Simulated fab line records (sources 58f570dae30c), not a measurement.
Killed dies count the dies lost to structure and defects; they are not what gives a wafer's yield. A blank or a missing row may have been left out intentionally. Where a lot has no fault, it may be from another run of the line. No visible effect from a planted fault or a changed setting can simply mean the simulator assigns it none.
The same fault as seen by 2 desks ; flow berkeley_cmos170 ; only its own numbers are on each desk; what lay behind them is given at the end

THE METROLOGY DESK
Means of the sampled wafers that have a number, per lot and without regard to the tool the lot ran on: this is what the gauges read. Any lot whose mean is over 4 standard deviations away from the usual mean is out of limits and marked OUT; that distance is given in the brackets.
Columns: A = CONTACT_OVL at UCB170_CONTACT_OVL_MEAS_16, usual 0 nm
lot;first seen here;A
L900;day 6 19:52;-3
L901;day 7 00:03;7
L903;day 7 15:58;-2
L902;day 7 16:31;-2
L905;day 8 01:43;-7
L907;day 8 15:43;7
L908;day 8 16:07;2
L910;day 9 01:11;1
L911;day 9 13:05;3
L912;day 9 13:22;-5
L917;day 10 18:19;-4
L915;day 10 18:31;-9
L918;day 10 18:52;-1
L919;day 10 19:15;6
L921;day 11 09:38;-9
This desk's finding: nothing out of limits on any of the 15 lots.

THE TOOL OWNER'S DESK: plasma_asher-01
The tool's own readings at UCB170_V1_STRIP_15 (strips in O2): means of the sampled wafers that have a number, for each lot that ran on this tool. Any lot whose mean is over 4 standard deviations away from the usual mean is out of limits and marked OUT; that distance is given in the brackets.
Columns: A = chamber_pressure_mTorr at UCB170_V1_STRIP_15, usual 3500 mTorr; B = drypump_motor_current_A at UCB170_V1_STRIP_15, usual 5.6 A; C = o2_flow_sccm at UCB170_V1_STRIP_15, usual 399.9 sccm; D = oes_product_au at UCB170_V1_STRIP_15, usual 0.722 a.u.; E = strip_time_to_endpoint_s at UCB170_V1_STRIP_15, usual 15.37 s
lot;first seen here;A;B;C;D;E
L900;day 7 04:43;3497;5.6;400.4;0.721;15.33
L903;day 8 01:40;3500;5.6;400.3;0.725;15.23
L905;day 8 10:45;3502;5.3;399.6;0.721;15.19
L907;day 8 22:30;3269 (-72) OUT;5.6;399.7;0.716;15.35
L910;day 9 12:24;3266 (-73) OUT;5.5;400.1;0.716;15.33
L911;day 9 23:58;3265 (-74) OUT;5.6;398.7;0.723;15.43
This desk finds L907, L910, L911 out of limits, L907 being first, at day 8 22:30 (chamber_pressure_mTorr at UCB170_V1_STRIP_15). L900, L903, L905: within limits.

BROUGHT TOGETHER
An alarm could have come from the tool owner's desk at day 8 22:30, on L907, L910, L911.
From the metrology desk's view, nothing was out of limits.
The metrology desk has L907, L910, L911 on record, within its limits.
On plasma_asher-01, each named lot ran UCB170_V1_STRIP_15.

WHAT THE SIMULATOR HAD INSERTED
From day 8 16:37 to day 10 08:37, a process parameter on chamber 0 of plasma_asher-01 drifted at UCB170_V1_STRIP_15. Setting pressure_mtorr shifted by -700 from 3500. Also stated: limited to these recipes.
Struck lots among those shown: L907, L910, L911.
Hours from the fault's start to each desk's first reading out of limits: the tool owner's desk, 6.
